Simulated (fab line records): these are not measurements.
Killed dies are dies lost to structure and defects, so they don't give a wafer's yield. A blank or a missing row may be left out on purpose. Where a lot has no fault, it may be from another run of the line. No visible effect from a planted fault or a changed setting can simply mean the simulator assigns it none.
fab line records    flow berkeley_cmos170
[record] lots = 6  wafers = 18  last_day = 11
route steps=331 shown PWELL@53 WELLDRIVE@55 ACTIVE@60
lots untouched by any fault: they come from a run of this same line in which no faults occurred
start_h: start of the lot's first displayed wafer, in hours after the record's first day    wait_h: how many hours have passed since the lot's step before this one    " the same as in the row above    L1.1+2: a row that stands for several wafers    - value missing, or start not given    * or withheld: withheld    < > ~ a bound
route shown NAME@n: NAME is a module with steps in the file, n the number in the route of the first one    usual: mean/standard deviation taken from wafers without a fault    same: alike in all rows    chamber/n: place in a boat    sites: per-site readings    _std_site: the values' standard deviation    _edge_site: mean of outer sites minus mean of inner sites    radius_mm: how far each site lies from the wafer's centre    mask NAME#n: copy n    behind: the tool/chamber that last shaped the wafer    hold: the reason the lot was held/the length of the hold in hours/how it ended    device: transistor that didn't switch, given as n, p or np    end of line: tests of these same wafers at the route's end    where a step has no rows: the recipe by itself    killed: count of dies lost to structure and defects at first sort (not the wafer's yield)    map: the dies of a wafer, with x for killed, . for not killed, _ for no die there
set.NAME: setting as actually run; set.NAME@STEP: the setting as run at that earlier step    model.NAME: the simulator's own value behind a step, which no gauge read
certain route steps with their lots: each step a table, each wafer a row
services: a tool's chamber out of use, with start hour (start_h, from the record's first day; less than 0 if before it), hours out, and reason
[[steps]]
[step UCB170_PWELL_WET_ETCH_19]
[recipe] chemistry = H3PO4  target = Si3N4  temp_c = 160  time_s = 14400
[step UCB170_PWELL_WET_ETCH_20]
[recipe] chemistry = BOE  dilution = 5:1  target = SiO2  temp_c = 25  time_s = 22
[step UCB170_WELLDRIVE_CLEAN_00]
[recipe] chemistry = SPM  temp_c = 120  time_s = 600
[step UCB170_WELLDRIVE_OXIDATION_01]
[recipe] temp_c = 1100  ambient = O2  target_thk_a = 1990  ox_time_s = 9000
[step UCB170_WELLDRIVE_THK_MEAS_02]
[recipe] reads = SiO2_of_WELLDRIVE_OXIDATION_01
[usual] WELLDRIVE_OXIDE_THK = 199/3.8
lot.wafer  tool           chamber  start_h  wait_h  WELLDRIVE_OXIDE_THK[nm]
L781.2     film_metro-03  -        69.68    0.0     196
L781.4     "              -        "        "       200
L781.5     "              -        "        "       197
L785.1     film_metro-01  -        83.27    0.0     197
L785.3     "              -        "        "       195
L785.4     "              -        "        "       197
L786.1     film_metro-02  -        89.77    0.0     201
L786.2     "              -        "        "       201
L786.4     "              -        "        "       198
L798.3     film_metro-01  -        160.87   0.0     211
L798.5     "              -        "        "       207
L798.6     "              -        "        "       210
L797.2     film_metro-01  -        163.66   0.0     196
L797.3     "              -        "        "       198
L797.4     "              -        "        "       199
L800.4     film_metro-01  -        167.17   0.0     198
L800.5     "              -        "        "       201
L800.6     "              -        "        "       198
[step UCB170_WELLDRIVE_ANNEAL_03]
[recipe] temp_c = 1100  time_s = 900  ambient = N2
[step UCB170_WELLDRIVE_WET_ETCH_04]
[recipe] chemistry = BOE  dilution = 5:1  target = SiO2  temp_c = 25  time_s = 120
[step UCB170_ACTIVE_CLEAN_00]
[recipe] chemistry = SPM  temp_c = 120  time_s = 600
[step UCB170_ACTIVE_CLEAN_01]
[recipe] chemistry = dHF  dilution = 25:1  time_s = 60
[step UCB170_ACTIVE_OXIDATION_02]
[recipe] temp_c = 1000  ambient = O2  target_thk_a = 264  ox_time_s = 1260
[step UCB170_ACTIVE_THK_MEAS_03]
[recipe] reads = SiO2_of_ACTIVE_OXIDATION_02
[usual] ACTIVE_OXIDE_THK = 26.5/0.43
lot.wafer  tool           chamber  start_h  wait_h  ACTIVE_OXIDE_THK[nm]
L781.2     film_metro-02  -        76.03    0.0     25.6
L781.4     "              -        "        "       26.6
L781.5     "              -        "        "       25.8
L785.1     film_metro-03  -        88.52    0.0     26.5
L785.3     "              -        "        "       26.2
L785.4     "              -        "        "       26.3
L786.1     film_metro-03  -        101.28   0.0     26.2
L786.2     "              -        "        "       26.4
L786.4     "              -        "        "       26.2
L797.2     film_metro-04  -        170.69   0.0     26.4
L797.3     "              -        "        "       27.0
L797.4     "              -        "        "       26.7
L798.3     film_metro-03  -        170.70   0.0     27.1
L798.5     "              -        "        "       26.8
L798.6     "              -        "        "       27.0
L800.4     film_metro-02  -        172.61   0.0     26.7
L800.5     "              -        "        "       26.7
L800.6     "              -        "        "       26.7
[step UCB170_ACTIVE_ANNEAL_04]
[recipe] temp_c = 1000  time_s = 900  ambient = N2
[step UCB170_ACTIVE_CVD_05]
[recipe] material = Si3N4  target_thk_nm = 220  temp_c = 800  precursor = SiH2Cl2/NH3  time_s = 3300  pressure_mtorr = 200  sih2cl2_flow_sccm = 25  nh3_flow_sccm = 75
lot.wafer  tool      chamber  start_h  wait_h  model.Si3N4_of_ACTIVE_CVD_05.thk_nm
L781.2     lpcvd-02  1        80.59    0.8     219.3
L781.4     "         1        "        "       218.9
L781.5     "         1        "        "       219.6
L785.1     lpcvd-02  0        91.02    0.0     337.9
L785.3     "         0        "        "       337.5
L785.4     "         0        "        "       336.7
L786.1     lpcvd-02  0        107.37   0.0     337.3
L786.2     "         0        "        "       336.3
L786.4     "         0        "        "       335.2
L797.2     lpcvd-01  0        173.28   0.0     223.8
L797.3     "         0        "        "       224.2
L797.4     "         0        "        "       222.8
L798.3     lpcvd-01  0        173.28   0.0     221.4
L798.5     "         0        "        "       220.4
L798.6     "         0        "        "       222
L800.4     lpcvd-02  0        175.53   0.7     220.4
L800.5     "         0        "        "       222.1
L800.6     "         0        "        "       222.3
[step UCB170_ACTIVE_THK_MEAS_06]
[recipe] reads = Si3N4_of_ACTIVE_CVD_05
[usual] ACTIVE_NITRIDE_THK = 220.7/2.3
lot.wafer  tool           chamber  start_h  wait_h  ACTIVE_NITRIDE_THK[nm]
L781.2     film_metro-03  -        82.51    0.0     219.4
L781.4     "              -        "        "       218.9
L781.5     "              -        "        "       219.8
L785.1     film_metro-02  -        92.93    0.0     338.0
L785.3     "              -        "        "       337.4
L785.4     "              -        "        "       336.5
L786.1     film_metro-04  -        109.28   0.0     337.3
L786.2     "              -        "        "       336.4
L786.4     "              -        "        "       335.4
L797.2     film_metro-04  -        175.21   0.0     223.6
L797.3     "              -        "        "       224.3
L797.4     "              -        "        "       222.9
L798.3     film_metro-03  -        175.22   0.0     221.3
L798.5     "              -        "        "       220.2
L798.6     "              -        "        "       222.2
L800.4     film_metro-02  -        177.48   0.0     220.6
L800.5     "              -        "        "       222.1
L800.6     "              -        "        "       222.4
[step UCB170_ACTIVE_HMDS_07]
[recipe] prime_time_s = 60  prime_temp_c = 100
[step UCB170_ACTIVE_COAT_08]
[recipe] resist = KrF  spin_rpm = 1500  resist_thk_nm = 900
[step UCB170_ACTIVE_SOFTBAKE_09]
[recipe] resist = KrF  temp_c = 130  time_s = 60
[step UCB170_ACTIVE_EXPOSE_10]
[recipe] mask_id = ACTIVE  target_cd_nm = 1200  na = 0.5  sigma_outer = 0.6  source_shape = conventional  dose_mj = 20
[step UCB170_ACTIVE_PEB_11]
[recipe] peb_temp_c = 130  peb_time_s = withheld  resist = KrF
[step UCB170_ACTIVE_DEVELOP_12]
[recipe] developer = TMAH  develop_time_s = 45  resist = KrF  dev_temp_c = 21
[step UCB170_ACTIVE_CD_MEAS_13]
[recipe] target_cd_nm = 1200
[usual] cd_nm = 1199.8/1.7
lot.wafer  tool       chamber  start_h  wait_h  cd_nm
L781.2     cd_sem-02  -        84.60    -       1202.4
L781.4     "          -        "        "       1201.8
L781.5     "          -        "        "       1201.1
L785.1     cd_sem-01  -        94.08    -       1199.9
L785.3     "          -        "        "       1200.3
L785.4     "          -        "        "       1200.7
L786.1     cd_sem-01  -        110.19   -       1201.3
L786.2     "          -        "        "       1201.6
L786.4     "          -        "        "       1202.0
L797.2     cd_sem-02  -        176.89   -       1197.5
L797.3     "          -        "        "       1197.9
L797.4     "          -        "        "       1199.6
L798.3     cd_sem-02  -        177.18   -       1201.4
L798.5     "          -        "        "       1201.0
L798.6     "          -        "        "       1200.6
L800.4     cd_sem-01  -        178.80   -       1199.8
L800.5     "          -        "        "       1200.5
L800.6     "          -        "        "       1199.8
[step UCB170_ACTIVE_OVL_MEAS_14]
[usual] ACTIVE_OVL = -3/6.5
lot.wafer  tool        chamber  start_h  wait_h  ACTIVE_OVL[nm]
L781.2     overlay-02  -        84.71    0.1     4
L781.4     "           -        "        "       7
L781.5     "           -        "        "       2
L785.1     overlay-01  -        94.20    0.1     -5
L785.3     "           -        "        "       -8
L785.4     "           -        "        "       -4
L786.1     overlay-01  -        110.31   0.1     -3
L786.2     "           -        "        "       -6
L786.4     "           -        "        "       -7
L797.2     overlay-01  -        176.99   0.1     -13
L797.3     "           -        "        "       -11
L797.4     "           -        "        "       -7
L798.3     overlay-02  -        177.28   0.1     -12
L798.5     "           -        "        "       -10
L798.6     "           -        "        "       -7
L800.4     overlay-02  -        178.88   0.1     -8
L800.5     "           -        "        "       4
L800.6     "           -        "        "       0
[step UCB170_ACTIVE_ETCH_15]
[recipe] chemistry = CH3F/Ar/O2  target = Si3N4  stop_on = SiO2  CH3F_flow_sccm = 20  Ar_flow_sccm = 50  O2_flow_sccm = 7  pressure_mtorr = 50  rf_w = 450  target_depth_a = 2420  over_etch_frac = 0.1  time_s = 151
[usual] CH3F_flow_sccm = 20.00/0.059  O2_flow_sccm = 7.000/0.02  chamber_pressure_mTorr = 50.00/0.05  drypump_motor_current_A = 5.8/0.49  oes_product_au = 0.937/0.014  throttle_valve_pct = 8.04/0.13
lot.wafer  tool         chamber  start_h  wait_h  CH3F_flow_sccm  O2_flow_sccm  chamber_pressure_mTorr  drypump_motor_current_A  oes_product_au  rf_hours_counter_h  throttle_valve_pct  model.etch.depth_nm
L781.2     rie_diel-01  3        84.74    0.0     20.07           7.003         50.04                   5.5                      0.926           151                 7.92                219.3
L781.4     "            1        "        "       20.00           6.980         49.97                   6.0                      0.939           147                 7.82                218.9
L781.5     "            2        "        "       20.04           6.972         49.99                   5.9                      0.954           -                   8.07                219.6
L785.1     rie_diel-03  2        94.23    0.0     20.06           6.996         49.97                   6.3                      0.989           134                 8.05                242.9
L785.3     "            3        "        "       19.98           7.003         50.02                   4.8                      0.999           1                   8.03                243.4
L785.4     "            0        "        "       19.99           7.013         50.01                   5.8                      0.992           55                  8.04                242.1
L786.1     rie_diel-03  2        110.34   0.0     20.05           6.987         49.98                   6.4                      0.999           135                 8.05                244.5
L786.2     "            0        "        "       20.00           7.003         49.96                   5.8                      1.006           56                  8.05                246.1
L786.4     "            3        "        "       20.09           6.998         50.04                   4.8                      1.010           1                   8.06                243.2
L797.2     rie_diel-04  0        177.02   0.0     20.01           6.988         50.01                   6.5                      0.956           0                   7.85                223.8
L797.3     "            3        "        "       20.02           6.984         50.11                   6.0                      0.938           74                  8.17                224.2
L797.4     "            1        "        "       19.90           6.980         50.08                   5.7                      0.943           111                 8.00                222.8
L798.3     rie_diel-03  1        177.30   0.0     19.90           7.053         50.04                   5.3                      0.924           43                  8.28                221.4
L798.5     "            2        "        "       20.02           6.998         49.89                   6.3                      0.938           -                   8.05                220.4
L798.6     "            3        "        "       19.92           6.998         49.98                   4.9                      0.953           -                   8.04                222
L800.4     rie_diel-03  3        178.90   0.0     19.98           6.993         49.92                   4.8                      0.947           5                   8.04                220.4
L800.5     "            0        "        "       20.05           7.020         50.13                   5.8                      0.939           -                   8.06                222.1
L800.6     "            1        "        "       19.96           7.008         49.94                   5.4                      0.929           -                   8.28                222.3
[step UCB170_ACTIVE_STRIP_16]
[recipe] chemistry = O2  power_w = 400  pressure_mtorr = 3500  platen_temp_c = withheld  o2_flow_sccm = 400  overash_fraction = 0.5
[usual] chamber_pressure_mTorr = 3500/3.4  drypump_motor_current_A = 5.9/0.37  oes_product_au = 0.720/0.0044  strip_time_to_endpoint_s = 18.06/0.067
lot.wafer  tool             chamber  start_h  wait_h  chamber_pressure_mTorr  drypump_motor_current_A  oes_product_au  rf_hours_counter_h  strip_time_to_endpoint_s
L781.2     plasma_asher-02  1        84.84    0.1     3495                    5.6                      0.723           37                  18.07
L781.4     "                1        "        "       3500                    5.6                      0.728           -                   18.10
L781.5     "                1        "        "       3497                    5.6                      0.722           -                   18.05
L785.1     plasma_asher-01  1        94.33    0.1     3500                    5.8                      0.719           38                  17.95
L785.3     "                1        "        "       3499                    5.8                      0.729           -                   17.91
L785.4     "                0        "        "       3507                    5.1                      0.716           -                   17.98
L786.1     plasma_asher-02  1        110.44   0.1     3494                    5.6                      0.715           39                  17.99
L786.2     "                0        "        "       3499                    6.2                      0.721           39                  18.05
L786.4     "                1        "        "       3494                    5.6                      0.717           -                   18.07
L797.2     plasma_asher-02  1        177.13   0.1     3502                    5.6                      0.718           47                  18.14
L797.3     "                0        "        "       3500                    6.2                      0.715           -                   17.97
L797.4     "                1        "        "       3499                    5.6                      0.721           -                   18.14
L798.3     plasma_asher-01  0        177.43   0.1     3508                    5.1                      0.724           -                   18.12
L798.5     "                0        "        "       3506                    5.1                      0.717           -                   18.09
L798.6     "                1        "        "       3497                    5.8                      0.718           -                   18.16
L800.4     plasma_asher-02  1        179.03   0.1     3502                    5.6                      0.724           -                   18.12
L800.5     "                0        "        "       3495                    6.2                      0.716           -                   18.12
L800.6     "                1        "        "       3494                    5.6                      0.725           -                   18.13
[[services]]
tool         chamber  start_h  hours  kind
rie_diel-03  3        59.98    -      clean
rie_diel-03  3        59.98    15.3   scheduled_down
rie_diel-03  3        59.98    15.3   vent_cycle
rie_diel-04  2        67.35    4.5    repair
rie_diel-01  0        96.54    6.0    repair
rie_diel-03  2        108.32   1.7    repair
rie_diel-03  3        118.93   3.7    repair
rie_diel-01  -        122.59   2.8    pm
rie_diel-01  3        144.14   -      clean
rie_diel-01  3        144.14   18.0   scheduled_down
rie_diel-01  3        144.14   18.0   vent_cycle
rie_diel-04  0        149.40   -      clean
rie_diel-04  0        149.40   25.9   scheduled_down
rie_diel-04  0        149.40   25.9   vent_cycle
rie_diel-01  1        168.05   -      clean
rie_diel-01  1        168.05   20.3   scheduled_down
rie_diel-01  1        168.05   20.3   vent_cycle
[[key]]
[first_sign] step = UCB170_ACTIVE_THK_MEAS_06  reading = ACTIVE_NITRIDE_THK  direction = up  sigmas = 51  usual = 220.7  struck = 336.8
[effect] step = UCB170_ACTIVE_ETCH_15  reading = oes_product_au  direction = up  sigmas = 4.5  usual = 0.937  struck = 0.999
[model_effect] step = UCB170_ACTIVE_CVD_05  value = Si3N4_of_ACTIVE_CVD_05.thk_nm  without = 220.7  struck = 336.8
[model_effect] step = UCB170_ACTIVE_ETCH_15  value = etch.depth_nm  without = 220.7  struck = 243.7
met_at UCB170_ACTIVE_CVD_05
struck_wafers L785.1,L785.3,L785.4,L786.1,L786.2,L786.4
later_rows_left_out L785.1,L785.3,L785.4,L786.1,L786.2,L786.4
sort_left_out L785.1,L785.3,L785.4,L786.1,L786.2,L786.4
tester_left_out L785,L786
[fault] kind = process_parameter_drift  tool = lpcvd-02  chamber = 0  onset_h = 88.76  steps = UCB170_ACTIVE_CVD_05  channel = target_thk_nm  offset = 116.09  shape = step  end_h = 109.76  acts_in = these_recipes_only  stated = 220
// tester_left_out: of these lots the tester's yield and bins aren't shown, on N5 and GAA mostly nor the transistor test; their killed dies are dies lost to structure and defects alone, not to doping, threshold or leakage, so they don't give the yield
// sort_left_out: the simulated sort isn't trusted on such a fault, so these wafers' sort isn't shown, and their yield isn't known
// later_rows_left_out: the simulator's readings of these wafers behind a module that went badly wrong aren't trusted and aren't shown, but for the sort
